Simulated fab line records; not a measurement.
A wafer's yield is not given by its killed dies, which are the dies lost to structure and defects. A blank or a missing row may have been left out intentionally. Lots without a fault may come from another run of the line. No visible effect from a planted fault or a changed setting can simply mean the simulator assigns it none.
Split-lot trial	flow ritCmos	5 lots, 23 wafers read, on a route of 202 steps

== THE SPLIT ITSELF ==
At RIT_SILICIDE_SPUTTER_01 (material Ti, target thk 30 nm, time 240 s), the setting timeS was moved away from the recipe's 240 s on 7 of the 23 wafers read, by -11.3% to +9.6%. This setting was run at the recipe's value on the other wafers.

== SPLIT TO READING: what lies between them in the file, 1 step ==
- RIT_SILICIDE_RS_MEAS_02: measures by four-point-probe

== THE READING ==
SILICIDE_TI_THK, in nm, at RIT_SILICIDE_THK_MEAS_03 (measures by xrf). A value of 29.99 nm with a standard deviation of 0.21 nm is what fault-free wafers of this fab line usually give.

wafer	tool, chamber at the split	timeS as run, s	against the recipe	SILICIDE_TI_THK, nm	against lot-mates on the recipe
L081.1	pvdSputter-02, -	240	recipe	30.12	-
L081.2	pvdSputter-02, -	240	recipe	29.59	-
L081.3	pvdSputter-02, -	263	+9.6%	32.68	+2.81
L081.4	pvdSputter-02, -	263	+9.6%	32.85	+2.98
L081.6	pvdSputter-02, -	240	recipe	29.90	-
L079.1	pvdSputter-03, -	240	recipe	29.93	-
L079.2	pvdSputter-03, -	240	recipe	30.03	-
L079.6	pvdSputter-03, -	240	recipe	29.84	-
L084.1	pvdSputter-03, -	240	recipe	29.82	-
L084.2	pvdSputter-03, -	240	recipe	29.92	-
L084.3	pvdSputter-03, -	240	recipe	30.32	-
L084.4	pvdSputter-03, -	240	recipe	30.02	-
L084.6	pvdSputter-03, -	240	recipe	29.89	-
L083.1	pvdSputter-02, -	240	recipe	29.97	-
L083.2	pvdSputter-02, -	240	recipe	29.88	-
L083.4	pvdSputter-02, -	212.9	-11.3%	26.41	-3.56
L083.5	pvdSputter-02, -	212.9	-11.3%	26.69	-3.28
L083.6	pvdSputter-02, -	240	recipe	30.05	-
L085.1	pvdSputter-04, -	222.1	-7.5%	27.38	-2.54
L085.2	pvdSputter-04, -	222.1	-7.5%	27.63	-2.29
L085.4	pvdSputter-04, -	240	recipe	29.99	-
L085.5	pvdSputter-04, -	240	recipe	29.84	-
L085.6	pvdSputter-04, -	222.1	-7.5%	27.99	-1.93

FIT RESULTS
A straight line over all 23 wafers: SILICIDE_TI_THK changes by +0.3 nm for each +1% of timeS; r = +0.99; the points scatter about the line by 0.17 nm.
The same after taking each lot's own level away (the mean of its wafers on the recipe; 23 wafers): +0.302 nm for each +1%; r = +0.99; scatter 0.17 nm.
The reading moves by 3.4 nm for the largest change in timeS, on that fit.
From 29.870 to 29.994 nm: that is the span of the lots' own levels, equal to 0.6 times the standard deviation above.
Hence the lot-to-lot level has little effect on the slope; both slopes agree.
Check: with one of the wafers moved furthest among these (-11.3%) left out of the fit, the line predicts -3.37 nm for it against its lot-mates. Against them it came out at -3.56 nm.

== THE WHOLE CHAIN: every reading that the file lists as answering this split, in the file's order ==
step	what it does	reading	change (the file's fit)	r (the file's)
RIT_SILICIDE_SPUTTER_01	material Ti, target thk 30 nm, time 240 s	Ti_of_SILICIDE_SPUTTER_01.thkNm (the simulator's own value, which no gauge read)	+0.294 nm for each +1% of the setting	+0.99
RIT_SILICIDE_RS_MEAS_02	measures by four-point-probe	SILICIDE_TI_RS	-0.635 for each +1% of the setting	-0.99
RIT_SILICIDE_THK_MEAS_03	measures by xrf	SILICIDE_TI_THK	+0.302 for each +1% of the setting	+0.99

== FILE'S OWN FIT ==
SILICIDE_TI_THK changes by +0.302 nm for each +1% of timeS, r = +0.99.
